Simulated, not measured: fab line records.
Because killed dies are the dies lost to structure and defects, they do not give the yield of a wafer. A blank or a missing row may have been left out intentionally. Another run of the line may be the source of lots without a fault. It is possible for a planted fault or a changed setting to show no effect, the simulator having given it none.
Lot-split experiment :: flow berkeleyCmos170 :: 27 wafers read across 5 lots, on a route 331 steps long

== ABOUT THE SPLIT ==
At UCB170_NWELL_ETCH_13 (etches Si3N4 in CH3F/Ar/O2, stops on SiO2, target depth 246.4 nm, time 154 s), the setting timeS was moved away from the recipe's 154 s on 12 of the 27 wafers read, by -40.8% to +45.9%. All remaining wafers had this setting at the recipe value.

The reading is taken at the split's own step.

== THE READING ==
KrF_of_NWELL_COAT_07.thkNm (the simulator's own value, which no gauge read), in nm, at UCB170_NWELL_ETCH_13 (etches Si3N4 in CH3F/Ar/O2, stops on SiO2, target depth 246.4 nm, time 154 s). The file does not state a usual value for it. Across the 15 wafers here that went through the recipe, the average is 721.5 nm and the standard deviation 4.4 nm.

wafer: L077.1
tool, chamber at the split: rieDiel-03, 3
timeS as run, s: 154
against the recipe: recipe
KrF_of_NWELL_COAT_07.thkNm, nm: 716.9
against lot-mates on the recipe: -

wafer: L077.2
tool, chamber at the split: rieDiel-03, 2
timeS as run, s: 200.4
against the recipe: +30.1%
KrF_of_NWELL_COAT_07.thkNm, nm: 675
against lot-mates on the recipe: -45.4

wafer: L077.3
tool, chamber at the split: rieDiel-03, 0
timeS as run, s: 154
against the recipe: recipe
KrF_of_NWELL_COAT_07.thkNm, nm: 721.5
against lot-mates on the recipe: -

wafer: L077.4
tool, chamber at the split: rieDiel-03, 1
timeS as run, s: 200.4
against the recipe: +30.1%
KrF_of_NWELL_COAT_07.thkNm, nm: 666.9
against lot-mates on the recipe: -53.5

wafer: L077.5
tool, chamber at the split: rieDiel-03, 0
timeS as run, s: 154
against the recipe: recipe
KrF_of_NWELL_COAT_07.thkNm, nm: 722.9
against lot-mates on the recipe: -

wafer: L077.6
tool, chamber at the split: rieDiel-03, 3
timeS as run, s: 200.4
against the recipe: +30.1%
KrF_of_NWELL_COAT_07.thkNm, nm: 670.5
against lot-mates on the recipe: -49.9

wafer: L078.1
tool, chamber at the split: rieDiel-04, 2
timeS as run, s: 154
against the recipe: recipe
KrF_of_NWELL_COAT_07.thkNm, nm: 717.9
against lot-mates on the recipe: -

wafer: L078.2
tool, chamber at the split: rieDiel-04, 1
timeS as run, s: 111.5
against the recipe: -27.6%
KrF_of_NWELL_COAT_07.thkNm, nm: 762.8
against lot-mates on the recipe: +47.2

wafer: L078.3
tool, chamber at the split: rieDiel-04, 0
timeS as run, s: 111.5
against the recipe: -27.6%
KrF_of_NWELL_COAT_07.thkNm, nm: 758.7
against lot-mates on the recipe: +43.1

wafer: L078.4
tool, chamber at the split: rieDiel-04, 3
timeS as run, s: 154
against the recipe: recipe
KrF_of_NWELL_COAT_07.thkNm, nm: 716.2
against lot-mates on the recipe: -

wafer: L078.5
tool, chamber at the split: rieDiel-04, 0
timeS as run, s: 154
against the recipe: recipe
KrF_of_NWELL_COAT_07.thkNm, nm: 712.7
against lot-mates on the recipe: -

wafer: L078.6
tool, chamber at the split: rieDiel-04, 1
timeS as run, s: 111.5
against the recipe: -27.6%
KrF_of_NWELL_COAT_07.thkNm, nm: 765
against lot-mates on the recipe: +49.4

wafer: L081.1
tool, chamber at the split: rieDiel-02, 2
timeS as run, s: 154
against the recipe: recipe
KrF_of_NWELL_COAT_07.thkNm, nm: 722.8
against lot-mates on the recipe: -

wafer: L081.2
tool, chamber at the split: rieDiel-02, 3
timeS as run, s: 154
against the recipe: recipe
KrF_of_NWELL_COAT_07.thkNm, nm: 731.1
against lot-mates on the recipe: -

wafer: L081.4
tool, chamber at the split: rieDiel-02, 1
timeS as run, s: 154
against the recipe: recipe
KrF_of_NWELL_COAT_07.thkNm, nm: 722.3
against lot-mates on the recipe: -

wafer: L083.1
tool, chamber at the split: rieDiel-03, 0
timeS as run, s: 91.17
against the recipe: -40.8%
KrF_of_NWELL_COAT_07.thkNm, nm: 791.5
against lot-mates on the recipe: +67.1

wafer: L083.2
tool, chamber at the split: rieDiel-03, 1
timeS as run, s: 91.17
against the recipe: -40.8%
KrF_of_NWELL_COAT_07.thkNm, nm: 788
against lot-mates on the recipe: +63.6

wafer: L083.3
tool, chamber at the split: rieDiel-03, 3
timeS as run, s: 154
against the recipe: recipe
KrF_of_NWELL_COAT_07.thkNm, nm: 725.4
against lot-mates on the recipe: -

wafer: L083.4
tool, chamber at the split: rieDiel-03, 2
timeS as run, s: 91.17
against the recipe: -40.8%
KrF_of_NWELL_COAT_07.thkNm, nm: 792
against lot-mates on the recipe: +67.6

wafer: L083.5
tool, chamber at the split: rieDiel-03, 0
timeS as run, s: 154
against the recipe: recipe
KrF_of_NWELL_COAT_07.thkNm, nm: 726
against lot-mates on the recipe: -

wafer: L083.6
tool, chamber at the split: rieDiel-03, 1
timeS as run, s: 154
against the recipe: recipe
KrF_of_NWELL_COAT_07.thkNm, nm: 721.8
against lot-mates on the recipe: -

wafer: L084.1
tool, chamber at the split: rieDiel-03, 0
timeS as run, s: 224.7
against the recipe: +45.9%
KrF_of_NWELL_COAT_07.thkNm, nm: 645.6
against lot-mates on the recipe: -76.3

wafer: L084.2
tool, chamber at the split: rieDiel-03, 1
timeS as run, s: 224.7
against the recipe: +45.9%
KrF_of_NWELL_COAT_07.thkNm, nm: 638.6
against lot-mates on the recipe: -83.3

wafer: L084.3
tool, chamber at the split: rieDiel-03, 3
timeS as run, s: 224.7
against the recipe: +45.9%
KrF_of_NWELL_COAT_07.thkNm, nm: 646.3
against lot-mates on the recipe: -75.6

wafer: L084.4
tool, chamber at the split: rieDiel-03, 2
timeS as run, s: 154
against the recipe: recipe
KrF_of_NWELL_COAT_07.thkNm, nm: 721.8
against lot-mates on the recipe: -

wafer: L084.5
tool, chamber at the split: rieDiel-03, 3
timeS as run, s: 154
against the recipe: recipe
KrF_of_NWELL_COAT_07.thkNm, nm: 719
against lot-mates on the recipe: -

wafer: L084.6
tool, chamber at the split: rieDiel-03, 2
timeS as run, s: 154
against the recipe: recipe
KrF_of_NWELL_COAT_07.thkNm, nm: 724.9
against lot-mates on the recipe: -

FIT RESULTS
A straight line over all 27 wafers: KrF_of_NWELL_COAT_07.thkNm changes by -1.66 nm for each +1% of timeS; r = -0.99; the points scatter about the line by 4.3 nm.
The same after taking each lot's own level away (the mean of its wafers on the recipe; 27 wafers): -1.67 nm for each +1%; r = -1.00; scatter 3 nm.
According to that fit, moving timeS by its largest amount changes the reading by 77 nm.
From 715.60 to 725.40 nm: that is the span of the lots' own levels, equal to 2.2 times the standard deviation above.
Consequently the slope shifts little with the lot-to-lot level, the two slopes agreeing.
Check: with one of the wafers moved furthest among these (+45.9%) left out of the fit, the line predicts -77 nm for it against its lot-mates. Against them it came out at -76.3 nm.

== THE WHOLE CHAIN: every reading that the file lists as answering this split, in the file's order ==
step: UCB170_NWELL_ETCH_13
what it does: etches Si3N4 in CH3F/Ar/O2, stops on SiO2, target depth 246.4 nm, time 154 s
reading: etch.depthNm (the simulator's own value, which no gauge read)
change (the file's fit): not straight: 146.7 at the lowest setting, 225.4 at the recipe, 225 at the highest
r (the file's): not given

step: UCB170_NWELL_ETCH_13
what it does: etches Si3N4 in CH3F/Ar/O2, stops on SiO2, target depth 246.4 nm, time 154 s
reading: KrF_of_NWELL_COAT_07.thkNm (the simulator's own value, which no gauge read)
change (the file's fit): -1.67 nm for each +1% of the setting
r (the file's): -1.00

step: UCB170_NWELL_STRIP_15
what it does: strips in O2
reading: stripTimeToEndpointS
change (the file's fit): withheld for each +1% of the setting
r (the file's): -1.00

== THE FILE'S OWN FIT ==
KrF_of_NWELL_COAT_07.thkNm changes by -1.67 nm for each +1% of timeS, r = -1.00.
